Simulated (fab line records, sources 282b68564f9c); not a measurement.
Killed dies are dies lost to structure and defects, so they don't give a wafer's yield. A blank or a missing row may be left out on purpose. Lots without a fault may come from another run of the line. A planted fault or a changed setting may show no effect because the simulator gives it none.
Problem report in the 8D (eight disciplines) form, filled by code | flow rit_cmos | the parts of the form that need people (team, actions taken, sign-off) are left out

1. THE PROBLEM
PLDD_TW at RIT_PLDD_TW_MEAS_10 reads a mean of 2619 on 9 wafers of 3 lots; wafers without a fault read 2393 with a standard deviation of 16. That is +14 standard deviations from the usual mean.
First seen on wafer L963.2, day 4 13:14, on film_metro-04. The record holds 45 wafers of 15 lots with a number at this step. Rule for "out", or "out of limits": more than 4 standard deviations from the usual mean. The other wafers with a number count as sound.

2. WHAT IT IS AND WHAT IT IS NOT
question                    | is                           | is not
which readings at this step | PLDD_TW                      | -
which lots                  | L963, L966, L968             | L955, L956, L957, L958, L959, L960, L967, L973, L974, L975, L976, L978
which wafers of those lots  | all that have a number       | -
read on which gauges        | film_metro-03, film_metro-04 | film_metro-02
when                        | from day 4 13:14             | up to then (18 sound wafers); but 18 sound wafers of L967, L973, L974, L975, L976, L978 came after

3. SUSPECTS, AND WHAT RULES EACH OUT
Counting: a tool at a process step up to the reading stays a suspect if it ran every lot that is out and no sound lot after the first of them.
- the gauge at RIT_PLDD_TW_MEAS_10: ruled out. The wafers that are out were read on 2 gauges (film_metro-03, film_metro-04).
- implanter-02 at RIT_PLDD_IMPLANT_08: kept. It ran every lot that is out, first L963 (day 4 12:56), and no sound lot after that; its last sound lot up to then is L960 (day 3 21:00). Its own readings are out on those wafers: beam_on_s, faraday_current_uA.
Left after counting: implanter-02 at RIT_PLDD_IMPLANT_08.

4. THE CAUSE (what the simulator had put in)
Process parameter drift: implanter-02, from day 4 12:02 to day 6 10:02, at RIT_PLDD_IMPLANT_08. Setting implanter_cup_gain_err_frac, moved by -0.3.
Counting left only this tool.

5. THE CHAIN OF EFFECTS, in route order
Each row: a reading whose mean over the struck wafers that have a number lies more than 3 standard deviations from the usual. Only readings for which the record gives a usual standard deviation are gone through. hours: the time from each lot's start at the first step in this table that gives one to its start at this step, as a median over the lots. sigmas: the change in usual standard deviations.
hours | step                    | reading            | usual        | on struck wafers | change | sigmas
0     | RIT_PLDD_IMPLANT_08     | beam_on_s          | 10.02 s      | 14.28            | +4.26  | +21
0     | RIT_PLDD_IMPLANT_08     | faraday_current_uA | 2816         | 1979             | -837   | -15
0     | RIT_PLDD_TW_MEAS_10     | PLDD_TW            | 2393         | 2619             | +226   | +14
7     | RIT_SDANNEAL_RS_MEAS_06 | PLDD_RS            | 177.8 ohm/sq | 159.5            | -18.3  | -37
The process steps in it:
- RIT_PLDD_IMPLANT_08
Later measuring or inspecting steps at which every struck wafer that the step has a row for has a number for every such reading, and none has moved that far: RIT_PSD_TW_MEAS_10.

6. WHAT WOULD HAVE CAUGHT IT SOONER
In this record the first reading out of limits at a measuring or inspecting step was taken at day 4 13:14, 1 hour after the fault began at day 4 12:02.
The tool's own readings at RIT_PLDD_IMPLANT_08 were out on every struck wafer that the step has a row for (beam_on_s, faraday_current_uA): an alarm limit on them would have fired on the first of those.
Of the lots that are out (3), L966, L968 began RIT_PLDD_IMPLANT_08 on implanter-02 after day 4 13:14. A hold on the tool at that time would have spared those 2.
